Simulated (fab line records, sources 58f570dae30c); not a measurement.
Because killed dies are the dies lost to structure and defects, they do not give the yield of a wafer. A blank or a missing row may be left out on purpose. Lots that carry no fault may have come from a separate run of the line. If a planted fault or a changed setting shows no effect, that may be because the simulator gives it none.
Problem report in the 8D (eight disciplines) form, filled by code | flow berkeley cmos170 | the parts of the form that need people (team, actions taken, sign-off) are left out

## 1. PROBLEM STATEMENT
Mean WELLDRIVE_OXIDE_THK at UCB170_WELLDRIVE_THK_MEAS_02: 250 nm over 6 wafers in 2 lots; fault-free wafers: 198 nm, standard deviation 3.9. That is +13 standard deviations from the usual mean.
First observed at day 5 08:04: wafer L577.4, on film metro-04. The record holds 33 wafers of 11 lots with a number at this step. The rule behind "out" and "out of limits": a value lying over 4 standard deviations away from the usual mean. All remaining wafers that have a number are taken as sound.

## 2. WHAT IT IS; WHAT IT IS NOT
question                    | is                           | is not
which readings at this step | WELLDRIVE_OXIDE_THK          | -
which lots                  | L577, L582                   | L567, L568, L569, L570, L583, L584, L586, L587, L588
which wafers of those lots  | all that have a number       | -
read on which gauges        | film metro-02, film metro-04 | film metro-01
when                        | from day 5 08:04             | up to then (12 sound wafers); but 15 sound wafers of L583, L584, L586, L587, L588 came after

## 3. WHAT RULES OUT EACH SUSPECT
Counting: a tool stays on the suspect list if, at a process step up to the reading, it processed all lots that are out and no sound lot following the first of them.
- the gauge at UCB170_WELLDRIVE_THK_MEAS_02 has been ruled out. The wafers that are out were read on 2 gauges (film metro-02, film metro-04).
- furnace-01 at UCB170_WELLDRIVE_OXIDATION_01 (target thk 199 nm, ox time 9000 s): kept. It ran every lot that is out, first L577 (day 5 04:32), and no sound lot after that.
Remaining after the count: furnace-01 at UCB170_WELLDRIVE_OXIDATION_01.

## 4. THE CAUSE (what the simulator had put in)
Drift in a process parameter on furnace-01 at UCB170_WELLDRIVE_OXIDATION_01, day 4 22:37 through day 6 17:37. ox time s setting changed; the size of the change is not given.
Only this tool survived the counting.

## 5. SEQUENCE OF EFFECTS, ordered by route
Each row: a reading whose mean over the struck wafers that have a number lies more than 3 standard deviations from the usual. Only readings for which the record gives a usual standard deviation are gone through. hours: the time from each lot's start at the first step in this table that gives one to its start at this step, as a median over the lots. sigmas: the change in usual standard deviations.
hours | step                         | reading             | usual  | on struck wafers | change | sigmas
0     | UCB170_WELLDRIVE_THK_MEAS_02 | WELLDRIVE_OXIDE_THK | 198 nm | 250              | +52    | +13
Later steps that measure or inspect, where all struck wafers having a row at the step show a number for every such reading and not one has moved that far: UCB170_PVT_TW_MEAS_09, UCB170_M3_CD_MEAS_15.

## 6. HOW IT WOULD HAVE BEEN CAUGHT EARLIER
In this record the first reading out of limits at a measuring or inspecting step was taken at day 5 08:04, 9 hours after the fault began at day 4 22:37.
An alarm limit of 4 standard deviations would not have fired on the tool readings at UCB170_WELLDRIVE_OXIDATION_01 for which the record gives a usual standard deviation, since none of them was out on any struck wafer.
L582, from the lots that are out (2), started UCB170_WELLDRIVE_OXIDATION_01 on furnace-01 later than day 5 08:04. A tool hold placed at that time would have kept it from harm.
